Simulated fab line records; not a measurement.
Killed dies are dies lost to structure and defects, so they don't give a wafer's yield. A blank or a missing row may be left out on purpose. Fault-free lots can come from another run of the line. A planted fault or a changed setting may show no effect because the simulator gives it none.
fab line records	flow rit-cmos
[record] lots = 6	wafers = 18	last-day = 7
route steps=202 shown SILICIDE@161 CONTACT@168 M1@202
lots untouched by any fault: they come from a run of this same line in which no faults occurred
start-h: hours from the record's opening day to when the first of the lot's shown wafers began	wait-h: how many hours have passed since the lot's step before this one	" the same as in the row above	L1.1+2: several wafers, shown together as one row	- no value, or no start was given	* or withheld: withheld	< > ~ a bound
route shown NAME@n: NAME is a module with steps in the file, n the number in the route of the first one	usual: mean and standard deviation over wafers with no fault	same: alike in all rows	chamber/n: place in a boat	sites: the reading at each site	_std_site: how widely they spread, as a standard deviation	_edge_site: inner sites' mean taken away from outer sites' mean	radius-mm: for every site, how far away it sits from the centre of the wafer	mask NAME#n: copy n	behind: the tool/chamber that last shaped the wafer	hold: why the lot was held/for how many hours/how that ended	device: the n, p or np transistor that did not switch	end of line: the tests these same wafers got at the end of their route	step lacking rows: just its recipe	killed: dies that structure and defects cost at the first sort, which is not the same as the wafer's yield	map: a wafer's dies, x killed, . not, _ none there
set.NAME: setting as actually run; set.NAME@STEP: the setting as run at that earlier step	model.NAME: the simulator's own value behind a step, which no gauge read
a table for each step, a row for each wafer; lots at some steps of the route
services: the hour from which a tool's chamber was out of use, counted from the record's first day as start-h (under 0 if before that day), plus the number of hours and why
[[steps]]
[step RIT_SILICIDE_WET_ETCH_00]
[recipe] chemistry = BOE	target = SiO2	target-depth-nm = 14	time-s = 15	dry = n2-spin	dilution = 10:1	temp-c = 21.5
[step RIT_SILICIDE_SPUTTER_01]
[recipe] material = Ti	target-thk-nm = 30	power-w = 350	chamber-pressure-pa = 0.667	gas = Ar	time-s = 240	substrate-temp-c = 25
[usual] throttle-valve-pct = 30.0/0.55
lot.wafer	tool	chamber	start-h	wait-h	throttle-valve-pct
L513.1	pvd-sputter-01	-	79.70	0.0	30.6
L513.4	"	-	"	"	29.5
L513.6	"	-	"	"	29.6
L516.1	pvd-sputter-03	-	95.52	0.0	29.3
L516.4	"	-	"	"	30.0
L516.6	"	-	"	"	28.9
L521.1	pvd-sputter-04	-	122.67	0.0	30.2
L521.2	"	-	"	"	30.8
L521.4	"	-	"	"	29.5
L526.1	pvd-sputter-01	-	149.57	0.0	30.6
L526.2	"	-	"	"	29.9
L526.4	"	-	"	"	29.9
L528.2	pvd-sputter-01	-	157.95	0.0	29.7
L528.3	"	-	"	"	30.7
L528.5	"	-	"	"	30.4
L530.1	pvd-sputter-01	-	165.67	0.0	29.6
L530.2	"	-	"	"	30.7
L530.3	"	-	"	"	29.8
[step RIT_SILICIDE_RS_MEAS_02]
[recipe] thk-meas-gauge = four-point-probe	reads = Ti_of_SILICIDE_SPUTTER_01
[usual] SILICIDE_TI_RS = 48.1/0.52
lot.wafer	tool	chamber	start-h	wait-h	SILICIDE_TI_RS[ohm/sq]
L513.1	film-metro-01	-	79.85	0.1	48.2
L513.4	"	-	"	"	48.6
L513.6	"	-	"	"	47.9
L516.1	film-metro-03	-	95.67	0.1	48.7
L516.4	"	-	"	"	49.2
L516.6	"	-	"	"	49.0
L521.1	film-metro-01	-	122.82	0.1	48.2
L521.2	"	-	"	"	48.5
L521.4	"	-	"	"	48.1
L526.1	film-metro-03	-	149.72	0.1	48.2
L526.2	"	-	"	"	47.4
L526.4	"	-	"	"	47.8
L528.2	film-metro-04	-	158.12	0.1	48.3
L528.3	"	-	"	"	48.6
L528.5	"	-	"	"	49.0
L530.1	film-metro-01	-	165.82	0.1	48.3
L530.2	"	-	"	"	47.9
L530.3	"	-	"	"	48.2
[step RIT_SILICIDE_THK_MEAS_03]
[recipe] thk-meas-gauge = xrf	reads = Ti_of_SILICIDE_SPUTTER_01
[usual] SILICIDE_TI_THK = 29.82/0.29
lot.wafer	tool	chamber	start-h	wait-h	SILICIDE_TI_THK[nm]
L513.1	film-metro-01	-	79.97	0.1	29.57
L513.4	"	-	"	"	29.49
L513.6	"	-	"	"	29.75
L516.1	film-metro-03	-	95.79	0.1	29.51
L516.4	"	-	"	"	29.35
L516.6	"	-	"	"	29.35
L521.1	film-metro-01	-	122.94	0.1	29.71
L521.2	"	-	"	"	29.42
L521.4	"	-	"	"	29.79
L526.1	film-metro-03	-	149.84	0.1	29.66
L526.2	"	-	"	"	30.01
L526.4	"	-	"	"	29.93
L528.2	film-metro-04	-	158.23	0.1	29.83
L528.3	"	-	"	"	29.85
L528.5	"	-	"	"	29.48
L530.1	film-metro-01	-	165.94	0.1	29.62
L530.2	"	-	"	"	29.93
L530.3	"	-	"	"	29.72
[step RIT_SILICIDE_RTA_04]
[recipe] temp-c = 650	time-s = 10	idle-temp-c = 25	ramp-up-s = 5	ramp-down-s = 5	cool-to-c = 25	ambient = N2
[usual] wafer_temp_C_max = 653.1/1.2
lot.wafer	tool	chamber	start-h	wait-h	wafer_temp_C_max
L513.1	rtp-anneal-01	0	80.03	0.1	654.3
L513.4	"	0	"	"	655.4
L513.6	"	0	"	"	654.4
L516.1	rtp-anneal-02	0	95.85	0.1	651.7
L516.4	"	0	"	"	652.0
L516.6	"	0	"	"	651.5
L521.1	rtp-anneal-01	0	123.00	0.1	653.3
L521.2	"	0	"	"	654.1
L521.4	"	0	"	"	653.4
L526.1	rtp-anneal-02	0	149.90	0.1	652.3
L526.2	"	0	"	"	652.3
L526.4	"	0	"	"	651.4
L528.2	rtp-anneal-02	0	158.29	0.1	652.2
L528.3	"	0	"	"	651.9
L528.5	"	0	"	"	651.7
L530.1	rtp-anneal-02	0	166.00	0.1	652.1
L530.2	"	0	"	"	652.1
L530.3	"	0	"	"	652.2
[step RIT_SILICIDE_WET_ETCH_05]
[recipe] chemistry = SPM	target = Ti	temp-c = 90	time-s = 120	dry = n2-spin
[step RIT_SILICIDE_RTA_06]
[recipe] temp-c = 750	time-s = 10	idle-temp-c = 25	ramp-up-s = 5	ramp-down-s = 10	cool-to-c = 25	ambient = N2
[usual] wafer_temp_C_max = 753.4/1.4
lot.wafer	tool	chamber	start-h	wait-h	wafer_temp_C_max
L513.1	rtp-anneal-02	0	80.14	0.0	753.1
L513.4	"	0	"	"	751.9
L513.6	"	0	"	"	751.9
L516.1	rtp-anneal-01	0	96.03	0.0	754.5
L516.4	"	0	"	"	755.8
L516.6	"	0	"	"	755.3
L521.1	rtp-anneal-02	0	123.11	0.0	751.0
L521.2	"	0	"	"	751.9
L521.4	"	0	"	"	752.5
L526.1	rtp-anneal-01	0	150.02	0.0	753.9
L526.2	"	0	"	"	754.7
L526.4	"	0	"	"	756.2
L528.2	rtp-anneal-01	0	158.40	0.0	755.9
L528.3	"	0	"	"	755.0
L528.5	"	0	"	"	754.4
L530.1	rtp-anneal-01	0	166.17	0.0	755.6
L530.2	"	0	"	"	754.3
L530.3	"	0	"	"	754.0
[step RIT_CONTACT_CVD_00]
[recipe] material = SiO2	target-thk-nm = 400	precursor = TEOS	temp-c = 390	time-s = 62.96	rf-w = 400
[usual] heater-power-w = 380/61
lot.wafer	tool	chamber	start-h	wait-h	heater-power-w	since-wet-clean-h
L513.1	pecvd-01	1	80.20	0.1	502	1416
L513.4	"	0	"	"	287	-
L513.6	"	1	"	"	514	-
L516.1	pecvd-01	2	96.09	0.1	399	1432
L516.4	"	0	"	"	368	-
L516.6	"	1	"	"	473	-
L521.1	pecvd-03	2	123.18	0.1	434	274
L521.2	"	0	"	"	395	274
L521.4	"	1	"	"	396	-
L526.1	pecvd-02	2	150.08	0.1	339	1096
L526.2	"	0	"	"	412	1096
L526.4	"	1	"	"	367	-
L528.2	pecvd-03	2	158.46	0.0	480	309
L528.3	"	1	"	"	347	309
L528.5	"	1	"	"	362	-
L530.1	pecvd-01	1	166.24	0.1	517	1502
L530.2	"	0	"	"	374	1502
L530.3	"	2	"	"	314	1502
[step RIT_CONTACT_THK_MEAS_01]
[recipe] reads = SiO2_of_CONTACT_CVD_00
[usual] CONTACT_TEOS_THK = 413/5.4
lot.wafer	tool	chamber	start-h	wait-h	CONTACT_TEOS_THK[nm]
L513.1	film-metro-04	-	80.25	0.0	405
L513.4	"	-	"	"	408
L513.6	"	-	"	"	411
L516.1	film-metro-02	-	96.14	0.0	406
L516.4	"	-	"	"	415
L516.6	"	-	"	"	414
L521.1	film-metro-04	-	123.23	0.0	409
L521.2	"	-	"	"	413
L521.4	"	-	"	"	419
L526.1	film-metro-04	-	150.13	0.0	408
L526.2	"	-	"	"	408
L526.4	"	-	"	"	416
L528.2	film-metro-01	-	158.52	0.0	413
L528.3	"	-	"	"	417
L528.5	"	-	"	"	418
L530.1	film-metro-04	-	166.29	0.0	406
L530.2	"	-	"	"	405
L530.3	"	-	"	"	408
[step RIT_CONTACT_HMDS_02]
[recipe] prime-time-s = 60	prime-temp-c = 140
[step RIT_CONTACT_COAT_03]
[recipe] resist = NOVOLAK	spin-rpm = 3250	resist-thk-nm = 1000
[step RIT_CONTACT_SOFTBAKE_04]
[recipe] resist = NOVOLAK	temp-c = 90	time-s = 60
[step RIT_CONTACT_EXPOSE_05]
[recipe] mask-id = M11	na = 0.6	source-shape = conventional	sigma-outer = 0.5	target-cd-nm = 1000	dose-mj = 250
[usual] exposure-dose-mJ-cm2 = 249.96/0.23
lot.wafer	tool	chamber	start-h	wait-h	mask	exposure-dose-mJ-cm2	model.CONTACT.overlay-x-nm
L513.1	iline-stepper-02	0	80.89	0.2	M11#0	250.18	0.7834
L513.4	"	0	"	"	M11#0	249.81	0.7834
L513.6	"	0	"	"	M11#0	250.26	0.7834
L516.1	iline-stepper-02	0	96.71	0.1	M11#0	250.05	-0.9474
L516.4	"	0	"	"	M11#0	250.00	-0.9474
L516.6	"	0	"	"	M11#0	250.23	-0.9474
L521.1	iline-stepper-01	0	123.74	0.1	M11#0	250.38	-0.5494
L521.2	"	0	"	"	M11#0	250.08	-0.5494
L521.4	"	0	"	"	M11#0	250.18	-0.5494
L526.1	iline-stepper-02	0	150.85	0.2	M11#0	249.97	-149.6
L526.2	"	0	"	"	M11#0	250.11	-149.6
L526.4	"	0	"	"	M11#0	250.04	-149.6
L528.2	iline-stepper-02	0	159.16	0.2	M11#0	250.07	-149.8
L528.3	"	0	"	"	M11#0	250.05	-149.8
L528.5	"	0	"	"	M11#0	249.91	-149.8
L530.1	iline-stepper-01	0	166.80	0.1	M11#0	250.12	0.2284
L530.2	"	0	"	"	M11#0	250.07	0.2284
L530.3	"	0	"	"	M11#0	250.15	0.2284
[step RIT_CONTACT_PEB_06]
[recipe] resist = NOVOLAK	temp-c = withheld	time-s = withheld
[step RIT_CONTACT_DEVELOP_07]
[recipe] resist = NOVOLAK	develop-time-s = 120	dev-temp-c = 23
[step RIT_CONTACT_CD_MEAS_08]
[recipe] target-cd-nm = 1000
[usual] cd-nm = 999.7/2.3
lot.wafer	tool	chamber	start-h	wait-h	cd-nm
L513.1	cd-sem-01	-	81.40	-	997.3
L513.4	"	-	"	"	997.5
L513.6	"	-	"	"	997.4
L516.1	cd-sem-01	-	97.23	-	999.8
L516.4	"	-	"	"	998.7
L516.6	"	-	"	"	997.9
L521.1	cd-sem-02	-	124.25	-	1000.8
L521.2	"	-	"	"	1002.4
L521.4	"	-	"	"	999.0
L526.1	cd-sem-01	-	151.37	-	1000.6
L526.2	"	-	"	"	1001.0
L526.4	"	-	"	"	1001.1
L528.2	cd-sem-02	-	159.68	-	999.5
L528.3	"	-	"	"	998.8
L528.5	"	-	"	"	998.5
L530.1	cd-sem-02	-	167.32	-	1001.1
L530.2	"	-	"	"	1000.2
L530.3	"	-	"	"	1000.4
[step RIT_CONTACT_OVL_MEAS_09]
[usual] CONTACT_OVL = 1.0/1.7
lot.wafer	tool	chamber	start-h	wait-h	CONTACT_OVL[nm]
L513.1	overlay-02	-	81.52	0.1	1.8
L513.4	"	-	"	"	2.4
L513.6	"	-	"	"	1.8
L516.1	overlay-01	-	97.35	0.1	-0.3
L516.4	"	-	"	"	0.9
L516.6	"	-	"	"	1.0
L521.1	overlay-02	-	124.37	0.1	1.2
L521.2	"	-	"	"	-0.3
L521.4	"	-	"	"	1.9
L526.1	overlay-01	-	151.49	0.1	-150.1
L526.2	"	-	"	"	-149.5
L526.4	"	-	"	"	-149.8
L528.2	overlay-01	-	159.78	0.1	-148.7
L528.3	"	-	"	"	-149.2
L528.5	"	-	"	"	-148.3
L530.1	overlay-02	-	167.44	0.1	0.1
L530.2	"	-	"	"	3.4
L530.3	"	-	"	"	1.8
[step RIT_CONTACT_HARDBAKE_10]
[recipe] resist = NOVOLAK	temp-c = 140	time-s = 60
[step RIT_M1_PROBE_99]
[usual] killed-at-contacts = 0.1/0.25	killed-at-front-end = 7.1/2.9	killed-dies = 7.2/2.9	killed-open = 3.6/1.9	killed-short = 3.5/1.9
[same] gross-dies = 264	killed_at_M0_to_M3 = 0	killed_at_M4_up = 0	killed-at-back-side = 0	killed-at-other = 0
lot.wafer	tool	chamber	start-h	wait-h	killed-at-contacts	killed-at-front-end	killed-dies	killed-open	killed-short	model.etest.contact-to-gate.bv-right-v	model.etest.contact-to-gate.bv-left-v
L513.1	prober-02	-	86.96	0.1	0	7	7	4	3	89.52	91.69
L513.4	prober-02	-	87.11	0.2	0	12	12	4	8	90.97	92.17
L513.6	prober-02	-	87.21	0.2	1	5	6	3	3	88.87	91.06
L516.1	prober-02	-	102.45	0.1	1	4	5	2	3	91.3	89.84
L516.4	prober-02	-	102.60	0.2	0	7	7	1	6	90.9	90.92
L516.6	prober-02	-	102.70	0.2	0	6	6	3	3	90.61	90.57
L521.1	prober-01	-	130.37	0.1	0	6	6	2	4	90.51	90.68
L521.2	prober-01	-	130.42	0.1	0	10	10	3	7	91.82	89.19
L521.4	prober-01	-	130.52	0.2	0	5	5	4	1	91.71	90.63
L526.1	prober-02	-	156.57	0.1	0	6	6	4	2	162	15.14
L526.2	prober-02	-	156.62	0.1	1	11	12	7	5	164.1	12.07
L526.4	prober-02	-	156.72	0.2	0	8	8	5	3	162.6	13
L528.2	prober-02	-	165.09	0.1	0	12	12	9	3	165.3	15.48
L528.3	prober-02	-	165.14	0.2	0	5	5	3	2	165.3	15.33
L528.5	prober-02	-	165.24	0.2	0	7	7	3	4	165.2	11.11
L530.1	prober-01	-	172.48	0.1	0	8	8	2	6	89.09	89.2
L530.2	prober-01	-	172.53	0.1	0	10	10	2	8	90.27	90.05
L530.3	prober-01	-	172.58	0.2	0	9	9	5	4	93.42	92.38
// killed by level:class
L513.1 FOX2:geometric-particle:open=3 GATE:geometric-particle:short=2 SILICIDE:geometric-particle:short=1 GATE:geometric-particle:open=1
L513.4 GATE:geometric-particle:short=4 FOX2:geometric-particle:short=3 SILICIDE:geometric-particle:open=3 GATE:geometric-particle:open=1 SILICIDE:geometric-particle:short=1
L513.6 FOX2:geometric-particle:open=2 FOX2:geometric-particle:short=1 GATE:geometric-particle:short=1 SPACER:geometric-particle:open=1 CONTACT:geometric-particle:short=1
L516.1 REOX:geometric-particle:short=2 GATE:geometric-particle:open=1 SILICIDE:geometric-particle:open=1 CONTACT:geometric-particle:short=1
L516.4 GATE:geometric-particle:short=2 REOX:geometric-particle:short=2 FOX1:geometric-particle:open=1 FOX1:geometric-particle:short=1 FOX2:geometric-particle:short=1
L516.6 FOX1:geometric-particle:short=3 FOX1:geometric-particle:open=1 GATE:geometric-particle:open=1 REOX:geometric-particle:open=1
L521.1 FOX1:geometric-particle:short=2 REOX:geometric-particle:open=2 FOX2:geometric-particle:short=1 GATE:geometric-particle:short=1
L521.2 SPACER:geometric-particle:short=3 SILICIDE:geometric-particle:short=2 ACTIVE:geometric-particle:short=1 FOX1:geometric-particle:short=1 GATE:geometric-particle:open=1 SPACER:geometric-particle:open=1 SILICIDE:geometric-particle:open=1
L521.4 FOX1:geometric-particle:short=1 FOX1:geometric-particle:open=1 GATE:geometric-particle:open=1 SPACER:geometric-particle:open=1 SILICIDE:geometric-particle:open=1
L526.1 GATE:geometric-particle:open=4 REOX:geometric-particle:short=1 SPACER:geometric-particle:short=1
L526.2 FOX1:geometric-particle:open=2 GATE:geometric-particle:short=2 GATE:geometric-particle:open=2 FOX2:geometric-particle:open=1 REOX:geometric-particle:open=1 REOX:geometric-particle:short=1 SPACER:geometric-particle:open=1 SPACER:geometric-particle:short=1
L526.4 GATE:geometric-particle:open=4 FOX1:geometric-particle:open=1 FOX1:geometric-particle:short=1 SPACER:geometric-particle:short=1 SILICIDE:geometric-particle:short=1
L528.2 FOX1:geometric-particle:open=3 SILICIDE:geometric-particle:open=3 GATE:geometric-particle:short=2 GATE:geometric-particle:open=2 FOX2:geometric-particle:open=1 SILICIDE:geometric-particle:short=1
L528.3 GATE:geometric-particle:open=2 FOX2:geometric-particle:short=1 GATE:geometric-particle:short=1 SILICIDE:geometric-particle:open=1
L528.5 FOX1:geometric-particle:short=2 GATE:geometric-particle:open=2 FOX2:geometric-particle:open=1 GATE:geometric-particle:short=1 SILICIDE:geometric-particle:short=1
L530.1 REOX:geometric-particle:short=3 SILICIDE:geometric-particle:short=2 GATE:geometric-particle:open=1 GATE:geometric-particle:short=1 REOX:geometric-particle:open=1
L530.2 REOX:geometric-particle:short=3 FOX2:geometric-particle:short=2 GATE:geometric-particle:short=2 GATE:geometric-particle:open=2 FOX1:geometric-particle:short=1
L530.3 FOX2:geometric-particle:short=2 REOX:geometric-particle:open=2 FOX1:geometric-particle:open=1 FOX2:geometric-particle:open=1 GATE:geometric-particle:short=1 GATE:geometric-particle:open=1 REOX:geometric-particle:short=1
[[services]]
tool	chamber	start-h	hours	kind
iline-stepper-02	-	63.14	1.7	pm
pvd-sputter-04	-	70.36	1.3	repair
iline-stepper-01	-	72.65	4.4	pm
pvd-sputter-01	-	95.55	3.5	repair
pecvd-02	-	108.68	2.8	pm
pvd-sputter-01	-	122.45	3.9	repair
pecvd-02	-	123.35	1.2	repair
iline-stepper-02	-	123.64	2.7	repair
pecvd-03	-	126.53	14.6	pm
pecvd-02	2	138.91	5.6	repair
iline-stepper-02	-	145.81	4.9	repair
pecvd-03	1	163.44	6.5	repair
[[key]]
[first-sign] step = RIT_CONTACT_OVL_MEAS_09	reading = CONTACT_OVL	direction = down	sigmas = 89	usual = 1.0	struck = -149.3
effect none on later readings
[model-effect] step = RIT_CONTACT_EXPOSE_05	value = CONTACT.overlay-x-nm	without = 0.2693	struck = -149.7
[model-effect] step = RIT_M1_PROBE_99	value = etest.contact-to-gate.bv-right-v	without = 89.07	struck = 164.1
met-at RIT_CONTACT_EXPOSE_05
struck-wafers L526.1,L526.2,L526.4,L528.2,L528.3,L528.5
tester-left-out L526,L528
onset-between 96.71 150.85
[fault] kind = scanner-matching-overlay	tool = iline-stepper-02	chamber = -	onset-h = 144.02	steps = RIT_CONTACT_EXPOSE_05	offset = -150
// tester-left-out: of these lots the tester's yield and bins aren't shown, on N5 and GAA mostly nor the transistor test; their killed dies are dies lost to structure and defects alone, not to doping, threshold or leakage, so they don't give the yield
